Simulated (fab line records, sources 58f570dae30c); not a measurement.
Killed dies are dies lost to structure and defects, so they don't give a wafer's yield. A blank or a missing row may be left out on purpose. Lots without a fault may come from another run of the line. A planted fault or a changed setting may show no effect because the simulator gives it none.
One fault seen from 2 desks | flow berkeley_cmos170 | each desk has only its own numbers; what lay behind them comes last

THE METROLOGY DESK
What the gauges read, lot by lot, whatever tool the lot ran on: means of the sampled wafers that have a number. A lot is out of limits, marked OUT, if its mean lies more than 4 standard deviations from the usual mean; the brackets give that distance.
Columns: A = ACTIVE_OXIDE_THK at UCB170_ACTIVE_THK_MEAS_03, usual 26.5 nm; B = ACTIVE_NITRIDE_THK at UCB170_ACTIVE_THK_MEAS_06, usual 219.9 nm
lot  | first seen here | A    | B
L237 | day 3 19:21     | 26.7 | 221.5
L240 | day 4 22:41     | 27.2 | 219.1
L239 | day 4 22:43     | 26.9 | 219.2
L241 | day 5 04:44     | 26.6 | 224.2
L243 | day 5 17:58     | 26.8 | 220.1
L246 | day 5 17:58     | 26.4 | 217.2
L248 | day 5 18:02     | 26.0 | 216.4
L245 | day 6 02:52     | 27.3 | 215.5
L249 | day 6 08:32     | 26.1 | 225.6
L250 | day 6 17:59     | 26.8 | 249.9 (+12) OUT
L253 | day 7 06:52     | 26.1 | 218.1
L254 | day 7 11:22     | 26.5 | 246.2 (+10) OUT
L255 | day 7 11:22     | 26.3 | 255.8 (+14) OUT
L259 | day 8 05:04     | 26.7 | 222.3
L258 | day 8 13:44     | 26.3 | 220.5
This desk's finding: out of limits on L250, L254, L255; first on L250, day 7 00:31 (ACTIVE_NITRIDE_THK at UCB170_ACTIVE_THK_MEAS_06). In limits: L237, L240, L239, L241, L243, L246, L248, L245, L249, L253, L259, L258.

THE TOOL OWNER'S DESK: lpcvd-02
The tool's own readings at UCB170_ACTIVE_CVD_05 (deposits Si3N4 from SiH2Cl2/NH3, target thk 220 nm, time 3300 s): means of the sampled wafers that have a number, for each lot that ran on this tool. A lot is out of limits, marked OUT, if its mean lies more than 4 standard deviations from the usual mean; the brackets give that distance.
Columns: A = spike_tc_centre_C at UCB170_ACTIVE_CVD_05, usual 802.8 C; B = zone_power_centre_pct at UCB170_ACTIVE_CVD_05, usual 38 %
lot  | first seen here | A               | B
L239 | day 5 02:38     | 803.1           | 42
L240 | day 5 02:38     | 802.9           | 41
L243 | day 5 22:01     | 802.4           | 41
L246 | day 5 22:01     | 802.9           | 41
L248 | day 5 22:01     | 803.3           | 41
L250 | day 6 22:35     | 829.7 (+27) OUT | 51
L254 | day 7 16:50     | 831.1 (+28) OUT | 53 (+4.3) OUT
L255 | day 7 16:50     | 829.6 (+27) OUT | 54 (+4.5) OUT
This desk's finding: out of limits on L250, L254, L255; first on L250, day 6 22:35 (spike_tc_centre_C at UCB170_ACTIVE_CVD_05). In limits: L239, L240, L243, L246, L248.

PUT TOGETHER
The tool owner's desk could have raised an alarm at day 6 22:35, on L250, L254, L255.
The metrology desk could have raised an alarm at day 7 00:31, on L250, L254, L255.
Of the lots named, all ran UCB170_ACTIVE_CVD_05 on lpcvd-02.

WHAT THE SIMULATOR HAD PUT IN
Process parameter drift: lpcvd-02, from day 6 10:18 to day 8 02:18, at UCB170_ACTIVE_CVD_05. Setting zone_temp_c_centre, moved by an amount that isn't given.
Lots struck among those shown: L250, L254, L255.
Hours from the fault's start to each desk's first reading out of limits: the tool owner's desk, 12; the metrology desk, 14.
